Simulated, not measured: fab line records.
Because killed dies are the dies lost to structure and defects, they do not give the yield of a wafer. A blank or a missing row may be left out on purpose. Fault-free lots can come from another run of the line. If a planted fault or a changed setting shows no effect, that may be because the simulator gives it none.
Check for tools in common + flow rit cmos + Lots sampled 14, wafers sampled 42

REASON FOR OPENING
At RIT_SDANNEAL_RS_MEAS_04 the reading PSD_RS is flagged on 2 of 14 lots. Fault-free wafers read 115.9 ohm/sq, with a standard deviation of 0.33.
Rule: a lot is flagged when every wafer of it that has a number lies more than 4 standard deviations from that mean, or none has a number. All remaining lots are regarded as sound.

| lot  | measured    | on            | PSD_RS (ohm/sq), wafer by wafer | flag    |
|------|-------------|---------------|---------------------------------|---------|
| L599 | day 3 02:12 | film metro-04 | 116.5 115.9 116.2               |         |
| L602 | day 3 20:53 | film metro-01 | 115.6 115.4 115.2               |         |
| L604 | day 4 02:05 | film metro-03 | 116.1 115.9 116.3               |         |
| L606 | day 4 17:44 | film metro-01 | 115.4 115.2 115.1               |         |
| L607 | day 4 22:52 | film metro-01 | 115.2 115.3 115.5               |         |
| L608 | day 5 01:22 | film metro-03 | 116.0 116.0 115.8               |         |
| L609 | day 5 06:02 | film metro-03 | 115.6 115.8 116.2               |         |
| L610 | day 5 18:45 | film metro-03 | 116.0 116.4 116.4               |         |
| L612 | day 5 22:38 | film metro-03 | 115.7 116.1 115.9               |         |
| L616 | day 6 19:38 | film metro-04 | 121.0 121.4 121.0               | FLAGGED |
| L617 | day 6 23:14 | film metro-03 | 116.0 115.9 116.0               |         |
| L618 | day 7 05:37 | film metro-01 | 121.3 121.2 121.3               | FLAGGED |
| L619 | day 7 07:40 | film metro-03 | 115.9 116.0 115.6               |         |
| L621 | day 7 16:10 | film metro-01 | 115.5 116.0 115.9               |         |
Average over the flagged lots: 121.2 ohm/sq; offset from the usual +5.3 ohm/sq, equal to +16 standard deviations.

LOT BY LOT: THE TOOL USED
The record holds 1 process step before the reading, out of a route of 202 steps. In each cell: the tool, then ch and the chambers that the sampled wafers went through, then the start.
| lot  | flag    | RIT_SDANNEAL_RTA_03             |
|------|---------|---------------------------------|
| L599 |         | rtp anneal-02 ch 0, day 3 02:08 |
| L602 |         | rtp anneal-01 ch 0, day 3 20:49 |
| L604 |         | rtp anneal-01 ch 0, day 4 02:00 |
| L606 |         | rtp anneal-01 ch 0, day 4 17:41 |
| L607 |         | rtp anneal-02 ch 0, day 4 22:49 |
| L608 |         | rtp anneal-01 ch 0, day 5 01:19 |
| L609 |         | rtp anneal-02 ch 0, day 5 05:58 |
| L610 |         | rtp anneal-01 ch 0, day 5 18:41 |
| L612 |         | rtp anneal-01 ch 0, day 5 22:34 |
| L616 | FLAGGED | rtp anneal-01 ch 0, day 6 19:35 |
| L617 |         | rtp anneal-02 ch 0, day 6 23:10 |
| L618 | FLAGGED | rtp anneal-01 ch 0, day 7 05:34 |
| L619 |         | rtp anneal-02 ch 0, day 7 07:36 |
| L621 |         | rtp anneal-02 ch 0, day 7 16:06 |
What is done by these steps:
- RIT_SDANNEAL_RTA_03: time 5 s.
- RIT_SDANNEAL_RS_MEAS_04: measures by four-point-probe.

FLAGGED AGAINST TOTAL, ONE TOOL AT A TIME (gauges that did the reading follow at the end)
| step                    | tool          | lots run | flagged | share of the flagged lots | sound lots run after its first flagged lot |
|-------------------------|---------------|----------|---------|---------------------------|--------------------------------------------|
| RIT_SDANNEAL_RTA_03     | rtp anneal-01 | 8        | 2       | all                       | 0                                          |
| RIT_SDANNEAL_RTA_03     | rtp anneal-02 | 6        | 0       | none                      | -                                          |
| RIT_SDANNEAL_RS_MEAS_04 | film metro-01 | 5        | 1       | some                      | 1 (L621)                                   |
| RIT_SDANNEAL_RS_MEAS_04 | film metro-03 | 7        | 0       | none                      | -                                          |
| RIT_SDANNEAL_RS_MEAS_04 | film metro-04 | 2        | 1       | some                      | 0                                          |

WHAT THE TABLE PERMITS
1 row of the table ran every flagged lot: rtp anneal-01 at RIT_SDANNEAL_RTA_03.
- rtp anneal-01 at RIT_SDANNEAL_RTA_03: 2 of its 8 lots flagged. A fault beginning between L612 (day 5 22:34), its last sound lot, and L616 (day 6 19:35), its first flagged one, fits the data. Its own readings lie more than 4 standard deviations out on every wafer of the flagged lots: wafer_temp_C_max.
One tool is left: rtp anneal-01 at RIT_SDANNEAL_RTA_03.

WHAT HAD BEEN PUT IN BY THE SIMULATOR
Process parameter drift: rtp anneal-01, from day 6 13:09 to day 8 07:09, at RIT_SDANNEAL_RTA_03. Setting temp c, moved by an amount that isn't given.
Shown lots that were struck: L616, L618. The same result came from the rule above.
